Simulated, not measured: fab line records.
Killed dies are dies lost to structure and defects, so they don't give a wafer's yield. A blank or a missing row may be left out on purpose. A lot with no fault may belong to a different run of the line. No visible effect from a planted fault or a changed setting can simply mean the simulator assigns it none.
Split-lot study	flow berkeleyCmos170	route with 331 steps; 5 lots, 23 wafers read

## SPLIT DETAILS
At UCB170_M3_METAL_ETCH_18 (etches Al in Cl2/BCl3, stops on SiO2, target depth 1170 nm, time 195 s), the setting overEtchFrac was moved away from the recipe's 0.3 on 7 of the 23 wafers read, by -20.1% to +22.7%. The other wafers ran this setting at the recipe's value.

Split to reading: the file shows no intervening step.

## THE READING
oesProductAu, in a.u., at UCB170_M3_STRIP_19 (strips in O2). Fault-free wafers of this fab line usually give 0.540 a.u., standard deviation 0.016 a.u.

wafer	tool, chamber at the split	overEtchFrac as run	against the recipe	oesProductAu, a.u.	against lot-mates on the recipe
L074.2	rieMetal-02, 0	0.3	recipe	0.567	-
L074.3	rieMetal-02, 0	0.3	recipe	0.571	-
L074.4	rieMetal-02, 0	0.3	recipe	0.566	-
L078.1	rieMetal-04, 0	0.2397	-20.1%	0.550	+0.023
L078.2	rieMetal-04, 1	0.3	recipe	0.525	-
L078.3	rieMetal-04, 0	0.2397	-20.1%	0.554	+0.027
L078.5	rieMetal-04, 0	0.3	recipe	0.526	-
L078.6	rieMetal-04, 1	0.3	recipe	0.529	-
L077.1	rieMetal-01, 0	0.3	recipe	0.564	-
L077.2	rieMetal-01, 1	0.3	recipe	0.557	-
L077.3	rieMetal-01, 1,0	0.3	recipe	0.557	-
L077.4	rieMetal-01, 1,0	0.3	recipe	0.562	-
L077.6	rieMetal-01, 0	0.3	recipe	0.570	-
L079.1	rieMetal-04, 1	0.3	recipe	0.548	-
L079.2	rieMetal-04, 0	0.368	+22.7%	0.518	-0.022
L079.4	rieMetal-04, 1	0.368	+22.7%	0.503	-0.037
L079.5	rieMetal-04, 1	0.3	recipe	0.531	-
L079.6	rieMetal-04, 0	0.368	+22.7%	0.498	-0.042
L083.1	rieMetal-04, 0	0.3	recipe	0.537	-
L083.2	rieMetal-04, 1	0.3368	+12.3%	0.519	-0.013
L083.3	rieMetal-04, 1	0.3	recipe	0.529	-
L083.4	rieMetal-04, 0	0.3	recipe	0.531	-
L083.5	rieMetal-04, 0	0.3368	+12.3%	0.510	-0.022
If several chambers appear in one row, that row covers several wafers at once and the file leaves open which wafer was in which chamber.

FIT RESULTS
A straight line over all 23 wafers: oesProductAu changes by -0.00134 a.u. for each +1% of overEtchFrac; r = -0.64; the points scatter about the line by 0.018 a.u.
The same after taking each lot's own level away (the mean of its wafers on the recipe; 23 wafers): -0.00139 a.u. for each +1%; r = -0.94; scatter 0.0054 a.u.
The reading moves by 0.032 a.u. for the largest change in overEtchFrac, on that fit.
The lots' own levels span 0.5267 to 0.5680 a.u., that is 2.6 times the standard deviation above.
So the lot-to-lot level blurs the effect unless lot-mates are compared.
Check: -0.0348 a.u. against its lot-mates is what the line predicts for one of the wafers moved furthest among these (+22.7%) when that wafer is left out of the fit. It came out at -0.0215 a.u. against them.

## THE WHOLE CHAIN: every reading that the file lists as answering this split, in the file's order
step	what it does	reading	change (the file's fit)	r (the file's)
UCB170_M3_METAL_ETCH_18	etches Al in Cl2/BCl3, stops on SiO2, target depth 1170 nm, time 195 s	KrF_of_M3_COAT_10.thkNm (the simulator's own value, which no gauge read)	-1.42 nm for each +1% of the setting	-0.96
UCB170_M3_STRIP_19	strips in O2	oesProductAu	-0.00138 a.u. for each +1% of the setting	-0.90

## THE FILE'S OWN FIT
oesProductAu changes by -0.00138 a.u. for each +1% of overEtchFrac, r = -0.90.
